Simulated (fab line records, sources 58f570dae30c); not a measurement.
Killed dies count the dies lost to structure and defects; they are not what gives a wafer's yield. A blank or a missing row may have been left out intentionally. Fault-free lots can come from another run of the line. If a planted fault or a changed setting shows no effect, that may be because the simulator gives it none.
Which tool is to blame? | flow berkeley_cmos170 | at 1 step of a route of 331, 7 lots with 21 wafers sampled

## WHAT THE GAUGES READ, wafer by wafer
UCB170_FIELD_THK_MEAS_91.
lot  | measured     | on            | FIELD_OXIDE_LEFT_2_THK (nm)
L489 | day 6 03:19  | film_metro-02 | 357 353 347
L491 | day 6 09:59  | film_metro-02 | 343 345 351
L495 | day 7 08:51  | film_metro-04 | 353 362 345
L499 | day 8 19:12  | film_metro-04 | 354 342 352
L506 | day 10 00:46 | film_metro-01 | 364 366 372
L504 | day 10 00:50 | film_metro-02 | 365 358 358
L508 | day 10 11:40 | film_metro-04 | 349 347 343

## EACH LOT AND THE TOOL THAT RAN IT (in order: tool; ch and the chambers of the sampled wafers; start)
The record shows no process step preceding these readings.

## THE ANSWER, worked out from the rows above alone
Rule: usual is defined by the lots themselves. Put in order of their means at a reading, lots are off if they are a third of the lots or fewer, leave a main group of 4 or more, and stand apart from it by a gap of 3 or more times the standard deviation of the main group's means; of several such gaps the widest counts. Not used: any main group whose means are identical at the precision the tables above print for the reading. Also off: a lot with no number at a reading for which 4 or more lots have one. All remaining lots with rows at the step are treated as sound.
Across all readings shown, no lot is off: no conclusion can be drawn from this.

## WHAT THE SIMULATOR PUT IN
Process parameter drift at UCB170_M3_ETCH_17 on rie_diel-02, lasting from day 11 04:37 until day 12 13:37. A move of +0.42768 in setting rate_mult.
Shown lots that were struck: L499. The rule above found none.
